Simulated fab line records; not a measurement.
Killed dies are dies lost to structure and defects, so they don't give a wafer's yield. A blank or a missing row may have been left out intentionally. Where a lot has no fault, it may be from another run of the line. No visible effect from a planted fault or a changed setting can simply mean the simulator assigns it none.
Which tool is to blame?    flow rit_cmos    14 lots with 42 wafers sampled at 5 steps, on a route of 202 steps

== WHAT THE GAUGES SHOWED, per wafer ==
RIT_FOX2_THK_MEAS_90. Usual: FIELD_OXIDE_LEFT_1_THK 325 nm, standard deviation 5.6.
lot   measured     on             FIELD_OXIDE_LEFT_1_THK (nm)  flag
L734  day 2 00:38  film_metro-01  322 329 324                  
L735  day 2 03:28  film_metro-01  323 320 319                  
L736  day 2 08:08  film_metro-01  324 319 321                  
L738  day 2 18:58  film_metro-04  331 321 329                  
L740  day 3 05:31  film_metro-02  329 327 326                  
L741  day 3 08:26  film_metro-04  324 323 324                  
L742  day 3 13:25  film_metro-02  334 331 334                  
L746  day 4 11:40  film_metro-01  325 322 322                  
L748  day 4 21:36  film_metro-01  323 320 322                  
L753  day 5 21:44  film_metro-04  328 319 324                  
L754  day 6 03:21  film_metro-01  323 325 330                  
L755  day 6 07:02  film_metro-04  323 327 327                  
L756  day 6 11:07  film_metro-01  312 311 313                  
L757  day 6 19:33  film_metro-01  327 325 328                  

RIT_GATE_THK_MEAS_07. Usual: GATE_OXIDE_THK 3.03 nm, standard deviation 0.063.
lot   measured     on             GATE_OXIDE_THK (nm)  flag
L734  day 2 18:22  film_metro-04  3.17 3.01 3.04       
L735  day 2 19:46  film_metro-04  3.01 2.97 3.05       
L736  day 3 06:13  film_metro-01  2.99 2.93 3.02       
L738  day 3 09:19  film_metro-01  3.20 3.11 3.10       
L740  day 3 22:55  film_metro-01  3.11 3.08 3.03       
L741  day 4 03:11  film_metro-01  3.11 3.04 3.02       
L742  day 4 06:25  film_metro-01  3.01 3.02 2.96       
L746  day 5 06:50  film_metro-01  3.08 2.95 2.98       
L748  day 5 18:04  film_metro-01  2.95 2.95 2.98       
L753  day 6 15:59  film_metro-04  3.13 3.04 3.04       
L754  day 6 19:12  film_metro-04  3.07 2.99 3.04       
L755  day 6 21:15  film_metro-04  3.08 3.01 3.00       
L756  day 7 07:47  film_metro-02  3.02 3.02 3.01       
L757  day 7 10:23  film_metro-04  3.06 2.93 2.99       

RIT_GATE_THK_MEAS_09. Usual: GATE_POLY_THK 249.8 nm, standard deviation 1.8.
lot   measured     on             GATE_POLY_THK (nm)  flag
L734  day 2 20:51  film_metro-02  252.3 252.8 252.7   
L735  day 2 22:19  film_metro-04  248.8 248.0 249.1   
L736  day 3 08:41  film_metro-01  250.6 249.3 252.5   
L738  day 3 10:59  film_metro-02  248.7 248.9 249.1   
L740  day 4 01:07  film_metro-01  248.7 249.6 253.5   
L741  day 4 04:52  film_metro-01  250.8 251.7 253.2   
L742  day 4 09:16  film_metro-02  251.3 247.6 250.5   
L746  day 5 09:06  film_metro-01  246.6 249.1 246.5   
L748  day 5 20:32  film_metro-01  247.4 248.9 249.8   
L753  day 6 17:39  film_metro-01  249.9 249.9 250.8   
L754  day 6 20:58  film_metro-01  247.0 247.4 245.5   
L755  day 6 22:56  film_metro-01  249.3 250.4 250.0   
L756  day 7 09:28  film_metro-04  248.5 250.7 249.6   
L757  day 7 12:14  film_metro-02  249.3 245.8 246.4   

RIT_SPACER_THK_MEAS_04. Usual: SPACER_NITRIDE_THK 249.3 nm, standard deviation 2.1.
lot   measured     on             SPACER_NITRIDE_THK (nm)              flag
L734  day 3 09:21  film_metro-03  249.0 249.6 248.2                    
L735  day 3 12:28  film_metro-01  253.3 253.0 252.7                    
L736  day 3 18:58  film_metro-03  249.8 253.5 250.7                    
L738  day 3 23:31  film_metro-03  250.5 254.3 251.1                    
L740  day 4 12:21  film_metro-01  249.9 250.9 250.2                    
L741  day 4 15:55  film_metro-01  246.1 247.3 247.9                    
L742  day 4 21:55  film_metro-03  422.2 425.3 422.4 422.6 425.2 422.1  OFF
L746  day 5 21:14  film_metro-01  419.6 419.5 420.0 419.6 419.1 419.7  OFF
L748  day 6 07:20  film_metro-04  248.6 251.3 247.4                    
L753  day 7 03:37  film_metro-04  250.8 250.6 251.6                    
L754  day 7 08:10  film_metro-03  246.7 247.9 245.5                    
L755  day 7 10:37  film_metro-03  247.0 247.0 247.4                    
L756  day 7 20:07  film_metro-03  250.1 247.0 250.4                    
L757  day 7 22:32  film_metro-01  248.0 249.6 249.6                    

== WHICH TOOL RAN EACH LOT (tool, then ch and the chambers of the sampled wafers, then the start) ==
lot   RIT_SPACER_CVD_03
L734  lpcvd-01 ch 1, day 3 07:24
L735  lpcvd-02 ch 1, day 3 10:32
L736  lpcvd-01 ch 1, day 3 17:02
L738  lpcvd-02 ch 0, day 3 21:35
L740  lpcvd-01 ch 1, day 4 09:28
L741  lpcvd-01 ch 0, day 4 13:01
L742  lpcvd-01 ch 1, day 4 19:59
L746  lpcvd-01 ch 1, day 5 19:19
L748  lpcvd-02 ch 1, day 6 04:28
L753  lpcvd-02 ch 1, day 7 01:42
L754  lpcvd-02 ch 1, day 7 06:14
L755  lpcvd-02 ch 1, day 7 08:42
L756  lpcvd-02 ch 1, day 7 18:13
L757  lpcvd-02 ch 0, day 7 20:37
- RIT_SPACER_CVD_03: deposits Si3N4 from SiH2Cl2/NH3, target thk 250 nm, time 3300 s.

== AS READ BY THE TOOLS THEMSELVES (means over the sampled wafers that have a number; for cases with no such wafer, the mark the record gives instead) ==
RIT_SPACER_CVD_03. Usual: spike_tc_centre_C 812.1 C, standard deviation 1.8; spike_tc_load_C 832.1 C, standard deviation 2; spike_tc_source_C 831.3 C, standard deviation 2.6; susceptor_temp_C 809.9 C, standard deviation 0.33.
lot   tool      spike_tc_centre_C (C)  spike_tc_load_C (C)  spike_tc_source_C (C)  susceptor_temp_C (C)  flag
L734  lpcvd-01  813.2                  833.3                828.6                  810.0                 
L735  lpcvd-02  809.1                  833.0                834.4                  810.3                 
L736  lpcvd-01  814.4                  832.8                827.8                  809.7                 
L738  lpcvd-02  812.7                  835.4                833.3                  809.6                 
L740  lpcvd-01  813.2                  831.9                828.5                  810.0                 
L741  lpcvd-01  812.6                  829.7                830.6                  809.9                 
L742  lpcvd-01  858.9                  879.1                874.0                  854.7                 OFF
L746  lpcvd-01  858.5                  878.9                874.0                  855.1                 OFF
L748  lpcvd-02  808.9                  832.2                833.5                  810.2                 
L753  lpcvd-02  809.5                  832.4                834.7                  809.9                 
L754  lpcvd-02  809.7                  833.1                834.3                  810.0                 
L755  lpcvd-02  810.0                  832.2                833.8                  810.0                 
L756  lpcvd-02  810.5                  833.0                833.7                  810.0                 
L757  lpcvd-02  811.3                  833.9                833.6                  809.7                 

== THE ANSWER, worked out from the rows above alone ==
Rule: a lot counts as off when the mean over its wafers that have a number is more than 3 standard deviations away from the usual mean. A lot without any number at a reading at which 4 lots or more have one is off too. Any other lot the step has rows for is counted as sound. The gauges are gone through in route order, then the tools' own readings, and for those a lot's mean is taken as printed above. The first step at which some lot is off is used, and at that step the reading that is off furthest; a lot without a number counts as furthest.
Off: at RIT_SPACER_THK_MEAS_04 (SPACER_NITRIDE_THK), L742, L746.
If a tool, at a process step before that reading, ran all the lots that are off and no sound lot after the first of them, it fits. Not tried: the gauges at RIT_SPACER_THK_MEAS_04; whatever is off there is also off at RIT_SPACER_CVD_03, on other tools, and gauge error can't account for it. One fits: RIT_SPACER_CVD_03 on lpcvd-01. A fault onset in the window from L741 (day 4 13:01, its last sound lot) to L742 (day 4 19:59, its first lot off) fits.
The tool's own readings at RIT_SPACER_CVD_03 bear it out: on the lots that are off they differ by more than 5 times the standard deviation of the sound lots' means. spike_tc_centre_C reads 858.7 C there against 811.3 C on the sound lots; spike_tc_load_C reads 879.0 C there against 832.7 C on the sound lots; spike_tc_source_C reads 874.0 C there against 832.2 C on the sound lots; susceptor_temp_C reads 854.9 C there against 809.9 C on the sound lots.

== WHAT HAD BEEN PUT IN BY THE SIMULATOR ==
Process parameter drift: lpcvd-01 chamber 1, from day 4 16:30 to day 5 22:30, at RIT_SPACER_CVD_03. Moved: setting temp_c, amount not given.
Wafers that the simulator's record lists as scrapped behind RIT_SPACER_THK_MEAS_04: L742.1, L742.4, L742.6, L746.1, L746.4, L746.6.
Lots struck among those shown: L742, L746. The rule given above showed the same thing.
